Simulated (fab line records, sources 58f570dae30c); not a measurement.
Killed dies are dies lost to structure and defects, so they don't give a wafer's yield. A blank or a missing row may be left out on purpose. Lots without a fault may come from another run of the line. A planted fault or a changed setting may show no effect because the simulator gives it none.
fab line records | flow berkeley_cmos170
record lots=15 wafers=45 last_day=13
route steps=331 shown GATE@135 SILICIDE@213 CONTACT@232
lots that met no fault: from a run of the same line without faults
start_h: hours from the record's first day to the start of the lot's first wafer shown | wait_h: hours since the lot's step before | " the same as in the row above | L1.1+2: a row that stands for several wafers | - no value, or no start given | * or withheld: withheld | < > ~ a bound
route shown NAME@n: a module of which the file shows steps, and the number in the route of the first | usual: mean/standard deviation of fault-free wafers | same: alike in all rows | chamber/n: place in a boat | sites: the reading at each site | _std_site: their standard deviation | _edge_site: outer sites' mean less inner sites' | radius_mm: how far each site lies from the wafer's centre | mask NAME#n: copy n | behind: the tool/chamber that last shaped the wafer | hold: why the lot was held/for how many hours/how that ended | device: the transistor (n, p or np) that didn't switch | end of line: the same wafers' tests at the end of the route | a step without rows: its recipe alone | killed: dies lost to structure and defects at the first sort, not the wafer's yield | map: a wafer's dies, x killed, . not, _ none there
set.NAME: the setting as run; set.NAME@STEP: as run at that earlier step | model.NAME: the simulator's own value behind a step, which no gauge read
steps of the route over a sample of lots; a table a step, a row a wafer
services: from which hour (start_h, from the record's first day; less than 0 if before it) a tool's chamber was out of use, for how many hours, and why
## steps
# step UCB170_GATE_EXPOSE_09
# recipe mask_id=POLY target_cd_nm=350 na=0.5 sigma_outer=0.6 source_shape=conventional dose_mj=21
# usual exposure_dose_mJ_cm2=20.991/0.019 focus_offset_nm=-0.1/0.63
# columns lot.wafer tool chamber start_h wait_h mask exposure_dose_mJ_cm2 focus_offset_nm
L515.1 krf_scanner-02 0 152.03 - POLY#0 20.974 -1.2
L515.4 " 0 " " POLY#0 20.989 -0.6
L515.6 " 0 " " POLY#0 20.983 -1.4
L517.1 krf_scanner-02 0 152.15 - POLY#0 21.010 0.9
L517.3 " 0 " " POLY#0 20.998 0.7
L517.5 " 0 " " POLY#0 20.987 -0.1
L519.2 krf_scanner-02 0 160.75 - POLY#0 20.983 0.1
L519.3 " 0 " " POLY#0 20.986 0.4
L519.5 " 0 " " POLY#0 21.003 0.8
L522.4 krf_scanner-01 - 179.71 - POLY#0 - -
L522.5 " - " " POLY#0 - -
L522.6 " - " " POLY#0 - -
L521.1 krf_scanner-01 - 179.76 - POLY#0 - -
L521.2 " - " " POLY#0 - -
L521.4 " - " " POLY#0 - -
L525.4 krf_scanner-02 - 189.30 - POLY#0 - -
L525.5 " - " " POLY#0 - -
L525.6 " - " " POLY#0 - -
L526.3 krf_scanner-02 0 212.43 - POLY#0 20.988 -0.9
L526.5 " 0 " " POLY#0 21.023 -1.3
L526.6 " 0 " " POLY#0 21.017 -0.8
L527.3 krf_scanner-01 0 215.58 - POLY#0 21.000 0.2
L527.5 " 0 " " POLY#0 20.959 0.5
L527.6 " 0 " " POLY#0 21.020 0.5
L530.1 krf_scanner-01 0 224.43 - POLY#0 21.025 0.1
L530.2 " 0 " " POLY#0 21.002 -0.8
L530.6 " 0 " " POLY#0 21.005 -0.7
L531.2 krf_scanner-01 0 236.57 - POLY#0 20.963 -0.9
L531.3 " 0 " " POLY#0 20.973 0.1
L531.5 " 0 " " POLY#0 20.984 -0.2
L533.2 krf_scanner-01 0 236.68 - POLY#0 20.984 -0.5
L533.3 " 0 " " POLY#0 21.011 0.0
L533.6 " 0 " " POLY#0 20.974 0.0
L534.1 krf_scanner-02 0 236.91 - POLY#0 20.964 -0.4
L534.2 " 0 " " POLY#0 21.008 -0.1
L534.6 " 0 " " POLY#0 20.993 0.1
L536.1 krf_scanner-01 0 255.34 - POLY#0 21.002 0.3
L536.2 " 0 " " POLY#0 20.999 0.1
L536.6 " 0 " " POLY#0 20.983 0.3
L535.1 krf_scanner-01 0 255.46 - POLY#0 21.020 -1.1
L535.2 " 0 " " POLY#0 20.985 0.4
L535.6 " 0 " " POLY#0 21.001 -1.0
L537.3 krf_scanner-01 0 264.52 - POLY#0 20.994 0.7
L537.4 " 0 " " POLY#0 20.991 0.2
L537.6 " 0 " " POLY#0 20.973 -0.1
# step UCB170_GATE_CD_MEAS_90
# recipe target_cd_nm=350
# usual cd_nm=349.3/1.6
# columns lot.wafer tool chamber start_h wait_h cd_nm
L515.1 cd_sem-02 - 152.78 0.1 348.5
L515.4 " - " " 348.3
L515.6 " - " " 348.9
L517.1 cd_sem-01 - 152.89 0.1 347.0
L517.3 " - " " 348.9
L517.5 " - " " 347.6
L519.2 cd_sem-02 - 161.57 0.1 349.9
L519.3 " - " " 350.1
L519.5 " - " " 351.5
L522.4 cd_sem-01 - 180.69 0.1 -
L522.5 " - " " -
L522.6 " - " " -
L521.1 cd_sem-01 - 180.75 0.1 -
L521.2 " - " " -
L521.4 " - " " -
L525.4 cd_sem-02 - 190.19 0.1 -
L525.5 " - " " -
L525.6 " - " " -
L526.3 cd_sem-02 - 213.17 0.1 348.6
L526.5 " - " " 348.4
L526.6 " - " " 348.0
L527.3 cd_sem-01 - 216.32 0.1 347.7
L527.5 " - " " 347.0
L527.6 " - " " 348.3
L530.1 cd_sem-01 - 225.22 0.1 348.4
L530.2 " - " " 347.8
L530.6 " - " " 348.4
L531.2 cd_sem-02 - 237.36 0.1 352.3
L531.3 " - " " 351.3
L531.5 " - " " 350.1
L533.2 cd_sem-01 - 237.58 0.1 353.3
L533.3 " - " " 352.8
L533.6 " - " " 353.5
L534.1 cd_sem-01 - 237.74 0.1 349.4
L534.2 " - " " 348.2
L534.6 " - " " 346.8
L536.1 cd_sem-01 - 256.32 0.1 351.4
L536.2 " - " " 352.0
L536.6 " - " " 350.0
L535.1 cd_sem-02 - 256.47 0.1 346.9
L535.2 " - " " 346.9
L535.6 " - " " 348.3
L537.3 cd_sem-01 - 265.25 0.1 349.8
L537.4 " - " " 351.4
L537.6 " - " " 350.2
# step UCB170_SILICIDE_THK_MEAS_03
# recipe thk_meas_gauge=xrf reads=Ti_of_SILICIDE_SPUTTER_01
# usual SILICIDE_TI_THK=30.2/0.32
# columns lot.wafer tool chamber start_h wait_h SILICIDE_TI_THK[nm]
L515.1 film_metro-02 - 168.80 0.1 30.3
L515.4 " - " " 30.7
L515.6 " - " " 30.9
L517.1 film_metro-01 - 170.79 0.1 29.8
L517.3 " - " " 29.9
L517.5 " - " " 29.2
L519.2 film_metro-01 - 177.63 0.1 30.3
L519.3 " - " " 30.2
L519.5 " - " " 29.9
L526.3 film_metro-01 - 227.71 0.1 30.2
L526.5 " - " " 30.2
L526.6 " - " " 30.4
L527.3 film_metro-02 - 228.16 0.1 29.9
L527.5 " - " " 29.6
L527.6 " - " " 30.1
L530.1 film_metro-01 - 243.14 0.1 30.2
L530.2 " - " " 29.9
L530.6 " - " " 30.1
L531.2 film_metro-01 - 254.12 0.1 29.6
L531.3 " - " " 29.5
L531.5 " - " " 29.6
L533.2 film_metro-01 - 254.52 0.1 30.4
L533.3 " - " " 30.1
L533.6 " - " " 30.5
L534.1 film_metro-04 - 254.69 0.1 30.4
L534.2 " - " " 30.7
L534.6 " - " " 30.6
L535.1 film_metro-01 - 272.56 0.1 29.9
L535.2 " - " " 29.9
L535.6 " - " " 30.1
L536.1 film_metro-04 - 272.76 0.1 30.0
L536.2 " - " " 30.1
L536.6 " - " " 30.1
L537.3 film_metro-04 - 278.65 0.1 30.6
L537.4 " - " " 30.6
L537.6 " - " " 30.6
# step UCB170_CONTACT_OVL_MEAS_16
# usual CONTACT_OVL=2/5.2
# columns lot.wafer tool chamber start_h wait_h CONTACT_OVL[nm]
L515.1 overlay-02 - 173.10 0.1 8
L515.4 " - " " 6
L515.6 " - " " 1
L517.1 overlay-01 - 181.38 0.1 5
L517.3 " - " " 8
L517.5 " - " " 9
L519.2 overlay-01 - 183.86 0.1 9
L519.3 " - " " 9
L519.5 " - " " 6
L526.3 overlay-01 - 231.66 0.1 -1
L526.5 " - " " 2
L526.6 " - " " 2
L527.3 overlay-02 - 232.23 0.1 9
L527.5 " - " " 1
L527.6 " - " " -2
L530.1 overlay-01 - 248.81 0.1 0
L530.2 " - " " 0
L530.6 " - " " 1
L531.2 overlay-01 - 258.37 0.1 0
L531.3 " - " " 8
L531.5 " - " " 6
L534.1 overlay-02 - 260.87 0.1 0
L534.2 " - " " 7
L534.6 " - " " -5
L533.2 overlay-01 - 261.15 0.1 -1
L533.3 " - " " 7
L533.6 " - " " 5
L535.1 overlay-02 - 276.71 0.1 -5
L535.2 " - " " -8
L535.6 " - " " -4
L536.1 overlay-01 - 276.83 0.1 13
L536.2 " - " " 6
L536.6 " - " " 6
L537.3 overlay-01 - 284.76 0.1 6
L537.4 " - " " -4
L537.6 " - " " -1
## services
# columns tool chamber start_h hours kind
krf_scanner-02 - 131.13 1.0 pm
krf_scanner-02 - 144.84 3.6 pm
krf_scanner-02 0 153.93 - calibration
krf_scanner-01 - 155.49 1.0 pm
krf_scanner-01 0 155.79 - calibration
krf_scanner-01 - 157.32 0.6 repair
krf_scanner-01 - 166.84 1.3 pm
krf_scanner-02 - 175.65 8.2 repair
krf_scanner-01 - 207.24 0.8 pm
krf_scanner-02 - 213.20 0.8 pm
krf_scanner-02 - 214.33 1.3 pm
krf_scanner-02 - 216.35 0.4 repair
krf_scanner-01 - 219.01 0.8 pm
krf_scanner-02 - 239.63 40.7 repair
krf_scanner-02 - 244.88 0.2 repair
## key
first_sign step=UCB170_GATE_EXPOSE_09 reading=tool_record direction=missing
effect none on later readings
met_at UCB170_GATE_EXPOSE_09
struck_lots L521,L522,L525
later_rows_left_out L521.1,L521.2,L521.4,L522.4,L522.5,L522.6,L525.4,L525.5,L525.6
sort_left_out L521.1,L521.2,L521.4,L522.4,L522.5,L522.6,L525.4,L525.5,L525.6
tester_left_out L521,L522,L525
not_acting_at UCB170_GATE_CD_MEAS_90,UCB170_SILICIDE_THK_MEAS_03,UCB170_CONTACT_OVL_MEAS_16
onset_between 160.75 179.71
fault kind=skipped_step_whole tool=krf_scanner-01,krf_scanner-02 chamber=- onset_h=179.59 steps=UCB170_GATE_EXPOSE_09 scope=struck_lots_only
# tester_left_out: of these lots the tester's yield and bins aren't shown, on N5 and GAA mostly nor the transistor test; their killed dies are dies lost to structure and defects alone, not to doping, threshold or leakage, so they don't give the yield
# sort_left_out: the simulated sort isn't trusted on such a fault, so these wafers' sort isn't shown, and their yield isn't known
# later_rows_left_out: the simulator's readings of these wafers behind a module that went badly wrong aren't trusted and aren't shown, but for the sort
